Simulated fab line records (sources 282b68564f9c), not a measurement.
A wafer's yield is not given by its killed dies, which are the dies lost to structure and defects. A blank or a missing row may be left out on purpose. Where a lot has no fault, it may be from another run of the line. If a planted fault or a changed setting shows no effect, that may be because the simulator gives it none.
The same fault as seen by 2 desks | flow ritCmos | every desk sees just its own numbers, and what lay behind them comes last

METROLOGY DESK
Means of the sampled wafers that have a number, per lot and without regard to the tool the lot ran on: this is what the gauges read. Any lot whose mean is over 4 standard deviations away from the usual mean is out of limits and marked OUT; that distance is given in the brackets.
Columns: A = PSD_RS at RIT_SDANNEAL_RS_MEAS_04, usual 116.15 ohm/sq; B = PLDD_RS at RIT_SDANNEAL_RS_MEAS_06, usual 178.5 ohm/sq
lot  | first seen here | A                 | B
L470 | day 3 03:47     | 115.81            | 178.3
L471 | day 3 10:35     | 116.24            | 178.5
L472 | day 3 13:13     | 116.10            | 178.0
L473 | day 3 20:49     | 115.92            | 178.1
L474 | day 4 02:22     | 116.40            | 178.6
L475 | day 4 07:51     | 115.96            | 178.9
L476 | day 4 13:05     | 116.16            | 179.1
L481 | day 5 15:20     | 116.34            | 179.8
L483 | day 6 05:30     | 113.63 (-9.0) OUT | 176.0 (-5.2) OUT
L485 | day 6 16:22     | 113.21 (-11) OUT  | 175.6 (-6.0) OUT
L487 | day 6 20:06     | 116.24            | 178.7
L489 | day 7 06:40     | 116.37            | 178.8
L491 | day 7 12:41     | 116.37            | 178.3
L493 | day 7 22:51     | 115.96            | 178.5
This desk reports L483, L485 out of limits; the earliest was L483 at day 6 05:30 (PSD_RS at RIT_SDANNEAL_RS_MEAS_04). In limits: L470, L471, L472, L473, L474, L475, L476, L481, L487, L489, L491, L493.

THE TOOL OWNER'S DESK: rtpAnneal-02
The tool's own readings at RIT_SDANNEAL_RTA_03 (time 5 s): means of the sampled wafers that have a number, for each lot that ran on this tool. Any lot whose mean is over 4 standard deviations away from the usual mean is out of limits and marked OUT; that distance is given in the brackets.
Columns: A = wafer_temp_C_max at RIT_SDANNEAL_RTA_03, usual 1053.6
lot  | first seen here | A
L471 | day 3 10:32     | 1053.3
L473 | day 3 20:44     | 1053.1
L475 | day 4 07:46     | 1052.2
L481 | day 5 15:17     | 1055.2
L483 | day 6 05:26     | 1053.6
L485 | day 6 16:18     | 1053.1
This desk's finding: nothing out of limits on any of the 6 lots.

TAKEN TOGETHER
The metrology desk could have raised an alarm at day 6 05:30, on L483, L485.
Nothing out of limits was seen by the tool owner's desk.
The tool owner's desk has L483, L485 on record, within its limits.
Of the lots named, all ran RIT_SDANNEAL_RTA_03 on rtpAnneal-02.

WHAT THE SIMULATOR PUT IN
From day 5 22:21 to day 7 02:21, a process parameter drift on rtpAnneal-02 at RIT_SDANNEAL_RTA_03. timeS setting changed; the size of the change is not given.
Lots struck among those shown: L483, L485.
Hours from the fault's start to each desk's first reading out of limits: the metrology desk, 7.
